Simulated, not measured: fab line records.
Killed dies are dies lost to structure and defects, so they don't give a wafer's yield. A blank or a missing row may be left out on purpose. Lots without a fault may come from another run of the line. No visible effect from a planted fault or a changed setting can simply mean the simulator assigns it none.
fab line records ; flow berkeleyCmos170
[record] lots = 14; wafers = 42; lastDay = 13
route steps=331 shown NWELL@26 PWELL@47 CONTACT@217 V1@269
lots with no fault: from the same line, run without faults
startH: start of the lot's first displayed wafer, in hours after the record's first day ; waitH: hours since the lot's step before ; " as in the row above ; L1.1+2: a row that stands for several wafers ; - either no value or no given start ; * or withheld: withheld ; < > ~ a bound
route shown NAME@n: NAME is a module with steps in the file, n the number in the route of the first one ; usual: mean/standard deviation of fault-free wafers ; same: alike in all rows ; chamber/n: place in a boat ; sites: per-site readings ; _std_site: their standard deviation ; _edge_site: inner sites' mean taken away from outer sites' mean ; radiusMm: for every site, how far away it sits from the centre of the wafer ; mask NAME#n: copy n ; behind: tool/chamber where the wafer was last shaped ; hold: cause of the lot's hold/its duration in hours/its outcome ; device: the n, p or np transistor that did not switch ; end of line: at the end of the route, the tests of the same wafers ; a step without rows: its recipe alone ; killed: at the first sort, the dies lost to defects and structure; wafer yield is something else ; map: a wafer's dies, marking killed ones x, the rest . and places with no die _
set.NAME: the run value of the setting; set.NAME@STEP: its run value at that earlier step ; model.NAME: the simulator's own value behind a step, which no gauge read
a sample of lots followed through the steps of the route, with each step as a table and each wafer as a row
services: from which hour (startH, from the record's first day; less than 0 if before it) a tool's chamber was out of use, for how many hours, and why
[[steps]]
[step UCB170_NWELL_OVL_MEAS_12]
[usual] NWELL_OVL = -1/4.8
lot.wafer;tool;chamber;startH;waitH;NWELL_OVL[nm]
L452.2;overlay-02;-;44.48;-;-2
L452.4;overlay-02;-;44.48;-;2
L452.6;overlay-02;-;44.48;-;-1
L453.1;overlay-01;-;54.21;-;-7
L453.4;overlay-01;-;54.21;-;-5
L453.5;overlay-01;-;54.21;-;-11
L456.1;overlay-01;-;62.54;-;13
L456.2;overlay-01;-;62.54;-;0
L456.5;overlay-01;-;62.54;-;0
L455.4;overlay-02;-;62.78;-;-6
L455.5;overlay-02;-;62.78;-;4
L455.6;overlay-02;-;62.78;-;0
L454.2;overlay-01;-;62.79;-;3
L454.3;overlay-01;-;62.79;-;2
L454.5;overlay-01;-;62.79;-;-3
L457.2;overlay-02;-;77.23;-;1
L457.4;overlay-02;-;77.23;-;0
L457.5;overlay-02;-;77.23;-;-8
L459.2;overlay-02;-;83.24;-;0
L459.4;overlay-02;-;83.24;-;7
L459.6;overlay-02;-;83.24;-;2
L461.1;overlay-01;-;83.51;-;-4
L461.4;overlay-01;-;83.51;-;0
L461.5;overlay-01;-;83.51;-;-1
L462.2;overlay-02;-;93.92;-;2
L462.3;overlay-02;-;93.92;-;3
L462.6;overlay-02;-;93.92;-;6
L463.3;overlay-01;-;94.44;-;-2
L463.5;overlay-01;-;94.44;-;2
L463.6;overlay-01;-;94.44;-;-5
L464.2;overlay-01;-;102.35;-;-3
L464.3;overlay-01;-;102.35;-;-5
L464.5;overlay-01;-;102.35;-;-7
L471.2;overlay-02;-;133.15;-;7
L471.3;overlay-02;-;133.15;-;-7
L471.6;overlay-02;-;133.15;-;0
L472.2;overlay-01;-;142.65;-;4
L472.4;overlay-01;-;142.65;-;-6
L472.5;overlay-01;-;142.65;-;-6
L474.2;overlay-01;-;149.28;-;5
L474.3;overlay-01;-;149.28;-;3
L474.6;overlay-01;-;149.28;-;5
[step UCB170_PWELL_OVL_MEAS_13]
[usual] PWELL_OVL = 1/6.6
lot.wafer;tool;chamber;startH;waitH;PWELL_OVL[nm]
L452.2;overlay-02;-;63.94;-;-9
L452.4;overlay-02;-;63.94;-;-5
L452.6;overlay-02;-;63.94;-;-9
L453.1;overlay-01;-;71.73;-;0
L453.4;overlay-01;-;71.73;-;-1
L453.5;overlay-01;-;71.73;-;7
L456.1;overlay-02;-;85.94;-;3
L456.2;overlay-02;-;85.94;-;0
L456.5;overlay-02;-;85.94;-;2
L455.4;overlay-01;-;86.23;-;-5
L455.5;overlay-01;-;86.23;-;-15
L455.6;overlay-01;-;86.23;-;-1
L454.2;overlay-02;-;86.35;-;6
L454.3;overlay-02;-;86.35;-;9
L454.5;overlay-02;-;86.35;-;22
L457.2;overlay-02;-;94.18;-;5
L457.4;overlay-02;-;94.18;-;-3
L457.5;overlay-02;-;94.18;-;-4
L459.2;overlay-02;-;102.99;-;5
L459.4;overlay-02;-;102.99;-;14
L459.6;overlay-02;-;102.99;-;10
L461.1;overlay-01;-;103.25;-;10
L461.4;overlay-01;-;103.25;-;4
L461.5;overlay-01;-;103.25;-;5
L462.2;overlay-01;-;114.49;-;-17
L462.3;overlay-01;-;114.49;-;-13
L462.6;overlay-01;-;114.49;-;-8
L463.3;overlay-02;-;114.61;-;-2
L463.5;overlay-02;-;114.61;-;-8
L463.6;overlay-02;-;114.61;-;1
L464.2;overlay-01;-;124.94;-;-1
L464.3;overlay-01;-;124.94;-;-2
L464.5;overlay-01;-;124.94;-;-3
L471.2;overlay-01;-;151.47;-;-7
L471.3;overlay-01;-;151.47;-;0
L471.6;overlay-01;-;151.47;-;-16
L472.2;overlay-01;-;163.00;-;-2
L472.4;overlay-01;-;163.00;-;-6
L472.5;overlay-01;-;163.00;-;10
L474.2;overlay-01;-;170.20;-;1
L474.3;overlay-01;-;170.20;-;9
L474.6;overlay-01;-;170.20;-;-1
[step UCB170_CONTACT_CVD_01]
[recipe] material = PSG; targetThkNm = 700; tempC = 450; precursor = SiH4/O2/PH3; timeS = 2820; pressureMtorr = 300; sih4FlowSccm = 60; o2FlowSccm = 90; ph3FlowSccm = 25
[usual] susceptorTempC = 450.02/0.23; zonePowerSourcePct = 6.6/0.66
lot.wafer;tool;chamber;startH;waitH;susceptorTempC;zonePowerSourcePct
L452.2;lpcvd-02;0;169.61;0.0;450.41;6.9
L452.4;lpcvd-02;0;169.61;0.0;450.15;6.9
L452.6;lpcvd-02;0;169.61;0.0;450.01;6.8
L453.1;lpcvd-02;1;171.39;1.4;450.12;7.5
L453.4;lpcvd-02;1;171.39;1.4;450.44;7.6
L453.5;lpcvd-02;1;171.39;1.4;450.26;7.6
L454.2;lpcvd-01;1;194.65;0.0;450.05;5.9
L454.3;lpcvd-01;1;194.65;0.0;450.19;5.9
L454.5;lpcvd-01;1;194.65;0.0;449.99;5.9
L455.4;lpcvd-02;1;196.37;1.3;449.94;7.5
L455.5;lpcvd-02;1;196.37;1.3;450.24;7.6
L455.6;lpcvd-02;1;196.37;1.3;449.54;7.7
L456.1;lpcvd-02;1;196.37;1.4;450.16;7.5
L456.2;lpcvd-02;1;196.37;1.4;450.18;7.6
L456.5;lpcvd-02;1;196.37;1.4;450.00;7.5
L457.2;lpcvd-02;0;196.37;1.6;450.17;6.9
L457.4;lpcvd-02;0;196.37;1.6;450.41;6.9
L457.5;lpcvd-02;0;196.37;1.6;450.34;6.8
L459.2;lpcvd-01;1;213.61;0.4;449.23;5.9
L459.4;lpcvd-01;1;213.61;0.4;449.62;6.0
L459.6;lpcvd-01;1;213.61;0.4;449.59;5.9
L461.1;lpcvd-01;1;213.61;0.2;449.81;5.9
L461.4;lpcvd-01;1;213.61;0.2;449.60;5.9
L461.5;lpcvd-01;1;213.61;0.2;449.80;6.0
L463.3;lpcvd-01;1;213.61;0.1;449.76;5.9
L463.5;lpcvd-01;1;213.61;0.1;450.02;5.9
L463.6;lpcvd-01;1;213.61;0.1;449.89;5.9
L462.2;lpcvd-02;0;214.86;0.9;450.10;6.9
L462.3;lpcvd-02;0;214.86;0.9;450.48;6.8
L462.6;lpcvd-02;0;214.86;0.9;450.07;6.8
L464.2;lpcvd-01;0;239.88;0.0;449.78;6.0
L464.3;lpcvd-01;0;239.88;0.0;449.91;5.9
L464.5;lpcvd-01;0;239.88;0.0;450.29;6.0
L471.2;lpcvd-01;0;285.91;0.0;449.57;6.0
L471.3;lpcvd-01;0;285.91;0.0;449.88;6.0
L471.6;lpcvd-01;0;285.91;0.0;449.75;6.0
L472.2;lpcvd-01;0;291.31;0.0;450.22;6.0
L472.4;lpcvd-01;0;291.31;0.0;449.91;5.9
L472.5;lpcvd-01;0;291.31;0.0;450.48;5.8
L474.2;lpcvd-02;0;302.95;0.0;450.05;6.9
L474.3;lpcvd-02;0;302.95;0.0;449.96;6.8
L474.6;lpcvd-02;0;302.95;0.0;449.95;6.8
[step UCB170_CONTACT_THK_MEAS_02]
[recipe] reads = PSG_of_CONTACT_CVD_01
[usual] CONTACT_PSG_THK = 698/5.9
lot.wafer;tool;chamber;startH;waitH;CONTACT_PSG_THK[nm]
L452.2;filmMetro-03;-;171.40;0.0;694
L452.4;filmMetro-03;-;171.40;0.0;692
L452.6;filmMetro-03;-;171.40;0.0;690
L453.1;filmMetro-03;-;173.17;0.0;694
L453.4;filmMetro-03;-;173.17;0.0;693
L453.5;filmMetro-03;-;173.17;0.0;696
L454.2;filmMetro-03;-;196.44;0.0;699
L454.3;filmMetro-03;-;196.44;0.0;698
L454.5;filmMetro-03;-;196.44;0.0;700
L456.1;filmMetro-03;-;198.15;0.0;706
L456.2;filmMetro-03;-;198.15;0.0;705
L456.5;filmMetro-03;-;198.15;0.0;705
L457.2;filmMetro-04;-;198.16;0.0;699
L457.4;filmMetro-04;-;198.16;0.0;698
L457.5;filmMetro-04;-;198.16;0.0;694
L455.4;filmMetro-04;-;198.24;0.1;705
L455.5;filmMetro-04;-;198.24;0.1;703
L455.6;filmMetro-04;-;198.24;0.1;707
L461.1;filmMetro-01;-;215.39;0.0;700
L461.4;filmMetro-01;-;215.39;0.0;693
L461.5;filmMetro-01;-;215.39;0.0;703
L459.2;filmMetro-04;-;215.40;0.0;699
L459.4;filmMetro-04;-;215.40;0.0;695
L459.6;filmMetro-04;-;215.40;0.0;695
L463.3;filmMetro-03;-;215.47;0.1;696
L463.5;filmMetro-03;-;215.47;0.1;690
L463.6;filmMetro-03;-;215.47;0.1;692
L462.2;filmMetro-04;-;216.65;0.0;697
L462.3;filmMetro-04;-;216.65;0.0;700
L462.6;filmMetro-04;-;216.65;0.0;703
L464.2;filmMetro-04;-;241.67;0.0;691
L464.3;filmMetro-04;-;241.67;0.0;694
L464.5;filmMetro-04;-;241.67;0.0;699
L471.2;filmMetro-04;-;287.70;0.0;879
L471.3;filmMetro-04;-;287.70;0.0;884
L471.6;filmMetro-04;-;287.70;0.0;887
L472.2;filmMetro-04;-;293.10;0.0;874
L472.4;filmMetro-04;-;293.10;0.0;882
L472.5;filmMetro-04;-;293.10;0.0;882
L474.2;filmMetro-04;-;304.74;0.0;698
L474.3;filmMetro-04;-;304.74;0.0;696
L474.6;filmMetro-04;-;304.74;0.0;699
[step UCB170_CONTACT_ETCH_18]
[recipe] chemistry = CHF3/CF4/Ar; target = PSG; stopOn = TiSi2; CHF3_flow_sccm = 45; cf4FlowSccm = 15; Ar_flow_sccm = 150; pressureMtorr = 200; rfW = 700; targetDepthA = 8400; overEtchFrac = 0.2; timeS = 195
[usual] chamberPressureMTorr = 199.99/0.2; drypumpMotorCurrentA = 5.8/0.47; mfcArSccm = 150.0/0.45; oesProductAu = 0.895/0.013; throttleValvePct = 6.91/0.14
lot.wafer;tool;chamber;startH;waitH;chamberPressureMTorr;drypumpMotorCurrentA;mfcArSccm;oesProductAu;rfHoursCounterH;throttleValvePct
L452.2;rieDiel-04;2;-;-;200.10;5.4;150.9;0.895;18;6.99
L452.4;rieDiel-04;3;-;-;200.55;5.7;149.7;0.899;149;6.78
L452.6;rieDiel-04;1;-;-;200.09;6.5;149.3;0.906;-;7.11
L453.1;rieDiel-03;1;-;-;199.93;5.1;149.7;0.887;18;6.97
L453.4;rieDiel-03;3;-;-;199.91;6.8;149.4;0.882;36;6.86
L453.5;rieDiel-03;1;-;-;199.83;5.2;150.1;0.882;-;6.97
L454.2;rieDiel-02;1;-;-;200.06;5.2;150.3;0.887;133;6.94
L454.3;rieDiel-02;2;-;-;200.07;5.3;149.8;0.909;146;7.10
L454.5;rieDiel-02;3;-;-;199.79;5.6;150.3;0.880;-;6.83
L457.2;rieDiel-04;3;-;-;199.84;5.7;150.0;0.910;0;6.79
L457.4;rieDiel-04;0;-;-;200.01;6.0;151.3;0.889;5;6.86
L457.5;rieDiel-04;3;-;-;200.03;5.7;149.6;0.910;-;6.78
L456.1;rieDiel-03;3;-;-;200.06;6.8;150.2;0.891;37;6.84
L456.2;rieDiel-03;1;-;-;200.08;5.1;150.1;0.890;19;6.96
L456.5;rieDiel-03;2;-;-;199.94;5.6;150.0;0.911;-;7.07
L455.4;rieDiel-04;0;-;-;200.03;6.0;150.1;0.895;5;6.86
L455.5;rieDiel-04;3;-;-;199.91;5.7;150.4;0.917;-;6.78
L455.6;rieDiel-04;0;-;-;199.90;5.9;150.5;0.895;-;6.84
L461.1;rieDiel-03;0;-;-;200.14;6.1;149.9;0.900;83;6.98
L461.4;rieDiel-03;2;-;-;199.87;5.6;149.9;0.895;137;7.07
L461.5;rieDiel-03;2;-;-;200.01;5.6;150.0;0.914;-;7.07
L459.2;rieDiel-02;1;-;-;199.94;5.2;149.5;0.886;134;6.93
L459.4;rieDiel-02;1;-;-;199.81;5.2;149.8;0.884;-;6.95
L459.6;rieDiel-02;0;-;-;199.92;5.6;149.7;0.879;-;6.61
L463.3;rieDiel-03;0;-;-;200.24;6.0;149.9;0.894;84;6.97
L463.5;rieDiel-03;3;-;-;199.58;6.8;149.8;0.879;-;6.85
L463.6;rieDiel-03;2;-;-;200.21;5.6;150.2;0.896;-;7.06
L462.2;rieDiel-04;1;-;-;200.23;6.5;149.7;0.916;85;7.12
L462.3;rieDiel-04;3;-;-;199.93;5.7;149.5;0.926;2;6.77
L462.6;rieDiel-04;3;-;-;200.22;5.7;149.4;0.921;-;6.77
L464.2;rieDiel-03;2;-;-;199.89;5.6;150.6;0.905;139;7.06
L464.3;rieDiel-03;1;-;-;199.87;5.1;149.3;0.884;21;6.96
L464.5;rieDiel-03;3;-;-;199.96;6.8;149.6;0.883;-;6.85
L471.2;rieDiel-03;0;-;-;200.19;6.1;148.8;1.017;86;6.96
L471.3;rieDiel-03;3;-;-;200.01;6.8;149.9;0.975;41;6.86
L471.6;rieDiel-03;2;-;-;199.98;5.6;150.3;1.019;-;7.04
L472.2;rieDiel-02;1;-;-;200.18;5.3;150.6;1.037;0;6.94
L472.4;rieDiel-02;2;-;-;199.86;5.4;149.8;0.986;3;7.07
L472.5;rieDiel-02;1;-;-;199.80;5.1;150.6;1.032;-;6.92
L474.2;rieDiel-03;3;-;-;200.06;6.8;150.0;0.890;42;6.86
L474.3;rieDiel-03;1;-;-;199.99;5.1;149.9;0.884;23;6.96
L474.6;rieDiel-03;0;-;-;199.72;6.1;149.6;0.894;-;6.99
[step UCB170_V1_STRIP_15]
[recipe] chemistry = O2; powerW = 400; pressureMtorr = 3500; platenTempC = withheld; o2FlowSccm = 400; overashFraction = 0.5
[usual] chamberPressureMTorr = 3500.1/3; drypumpMotorCurrentA = 5.7/0.48; oesProductAu = 0.722/0.0047; stripTimeToEndpointS = 15.31/0.15
lot.wafer;tool;chamber;startH;waitH;chamberPressureMTorr;drypumpMotorCurrentA;oesProductAu;rfHoursCounterH;stripTimeToEndpointS
L452.2;plasmaAsher-04;1;179.50;0.1;3499.5;5.2;0.721;41;15.27
L452.4;plasmaAsher-04;1;179.50;0.1;3500.3;5.3;0.720;-;15.02
L452.6;plasmaAsher-04;1;179.50;0.1;3508.8;5.3;0.723;-;15.26
L453.1;plasmaAsher-04;0;186.27;0.1;3495.6;5.6;0.722;42;15.29
L453.4;plasmaAsher-04;1;186.27;0.1;3499.8;5.3;0.708;-;15.31
L453.5;plasmaAsher-04;1;186.27;0.1;3503.1;5.3;0.725;-;15.37
L454.2;plasmaAsher-04;1;205.67;0.1;3505.2;5.3;0.718;44;15.59
L454.3;plasmaAsher-04;1;205.67;0.1;3497.5;5.3;0.725;-;15.12
L454.5;plasmaAsher-04;0;205.67;0.1;3495.3;5.7;0.721;-;15.44
L457.2;plasmaAsher-01;1;207.00;0.1;3507.4;6.4;0.721;48;15.30
L457.4;plasmaAsher-01;1;207.00;0.1;3500.4;6.4;0.722;-;15.40
L457.5;plasmaAsher-01;0;207.00;0.1;3496.5;6.2;0.715;-;15.41
L456.1;plasmaAsher-04;0;207.24;0.1;3504.2;5.7;0.722;44;15.20
L456.2;plasmaAsher-04;1;207.24;0.1;3504.0;5.2;0.719;44;15.28
L456.5;plasmaAsher-04;0;207.24;0.1;3494.6;5.7;0.729;-;15.36
L455.4;plasmaAsher-04;1;208.60;0.0;3498.1;5.3;0.717;-;15.42
L455.5;plasmaAsher-04;1;208.60;0.0;3495.1;5.3;0.721;-;15.34
L455.6;plasmaAsher-04;0;208.60;0.0;3503.2;5.7;0.723;-;15.27
L461.1;plasmaAsher-04;1;230.42;0.1;3501.8;5.3;0.720;46;15.40
L461.4;plasmaAsher-04;0;230.42;0.1;3495.0;5.7;0.725;-;15.38
L461.5;plasmaAsher-04;0;230.42;0.1;3504.1;5.7;0.717;-;15.26
L459.2;plasmaAsher-01;1;230.75;0.1;3495.8;6.4;0.718;51;15.51
L459.4;plasmaAsher-01;1;230.75;0.1;3501.4;6.4;0.725;-;15.23
L459.6;plasmaAsher-01;0;230.75;0.1;3501.4;6.2;0.719;-;15.49
L462.2;plasmaAsher-01;0;233.08;0.1;3504.5;6.2;0.727;51;15.40
L462.3;plasmaAsher-01;1;233.08;0.1;3500.7;6.4;0.729;-;15.17
L462.6;plasmaAsher-01;0;233.08;0.1;3496.0;6.2;0.714;-;15.38
L463.3;plasmaAsher-04;0;233.39;0.1;3501.5;5.7;0.724;-;14.97
L463.5;plasmaAsher-04;0;233.39;0.1;3499.5;5.7;0.728;-;15.21
L463.6;plasmaAsher-04;1;233.39;0.1;3501.9;5.3;0.715;-;15.60
L464.2;plasmaAsher-01;1;250.13;0.1;3496.0;6.4;0.720;53;15.56
L464.3;plasmaAsher-01;1;250.13;0.1;3499.5;6.4;0.719;-;15.50
L464.5;plasmaAsher-01;1;250.13;0.1;3497.3;6.4;0.722;-;15.50
L474.2;plasmaAsher-01;0;314.28;0.1;3501.0;6.1;0.722;58;15.10
L474.3;plasmaAsher-01;1;314.28;0.1;3499.6;6.4;0.725;-;14.97
L474.6;plasmaAsher-01;0;314.28;0.1;3503.0;6.2;0.720;-;15.16
[[services]]
tool;chamber;startH;hours;kind
rieDiel-02;1;175.15;5.8;repair
rieDiel-04;-;177.76;0.4;repair
rieDiel-04;3;182.75;-;clean
rieDiel-04;3;182.75;17.0;scheduledDown
rieDiel-04;3;182.75;17.0;ventCycle
rieDiel-02;2;205.54;-;clean
rieDiel-02;2;205.54;23.8;scheduledDown
rieDiel-02;2;205.54;23.8;ventCycle
rieDiel-04;1;212.88;9.4;repair
lpcvd-01;-;222.79;2.8;pm
rieDiel-04;0;232.12;10.1;repair
rieDiel-03;2;244.95;-;clean
rieDiel-03;2;244.95;14.3;scheduledDown
rieDiel-03;2;244.95;14.3;ventCycle
rieDiel-02;1;259.21;-;clean
rieDiel-02;1;259.21;18.3;scheduledDown
rieDiel-02;1;259.21;18.3;ventCycle
rieDiel-02;-;267.07;2.8;pm
rieDiel-03;0;267.77;7.1;repair
lpcvd-02;-;271.57;4.3;pm
rieDiel-04;3;277.39;6.5;repair
rieDiel-02;1;277.53;6.1;repair
[[key]]
[firstSign] step = UCB170_CONTACT_THK_MEAS_02; reading = CONTACT_PSG_THK; direction = up; sigmas = 31; usual = 698; struck = 881
[effect] step = UCB170_CONTACT_ETCH_18; reading = oesProductAu; direction = up; sigmas = 9.2; usual = 0.895; struck = 1.011
metAt UCB170_CONTACT_CVD_01
struckLots L471,L472
struckWafers L471.2,L471.3,L471.6,L472.2,L472.4,L472.5
laterRowsLeftOut L471.2,L471.3,L471.6,L472.2,L472.4,L472.5
sortLeftOut L471.2,L471.3,L471.6,L472.2,L472.4,L472.5
testerLeftOut L471,L472
notActingAt UCB170_NWELL_OVL_MEAS_12,UCB170_PWELL_OVL_MEAS_13,UCB170_V1_STRIP_15
onsetBetween 239.88 285.91
[fault] kind = processParameterDrift; tool = lpcvd-01; chamber = 0; onsetH = 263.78; steps = UCB170_CONTACT_CVD_01; channel = targetThkNm; offset = 175; shape = step; endH = 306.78; actsIn = theseRecipesOnly; stated = 700
// testerLeftOut: of these lots the tester's yield and bins aren't shown, on N5 and GAA mostly nor the transistor test; their killed dies are dies lost to structure and defects alone, not to doping, threshold or leakage, so they don't give the yield
// sortLeftOut: the simulated sort isn't trusted on such a fault, so these wafers' sort isn't shown, and their yield isn't known
// laterRowsLeftOut: the simulator's readings of these wafers behind a module that went badly wrong aren't trusted and aren't shown, but for the sort
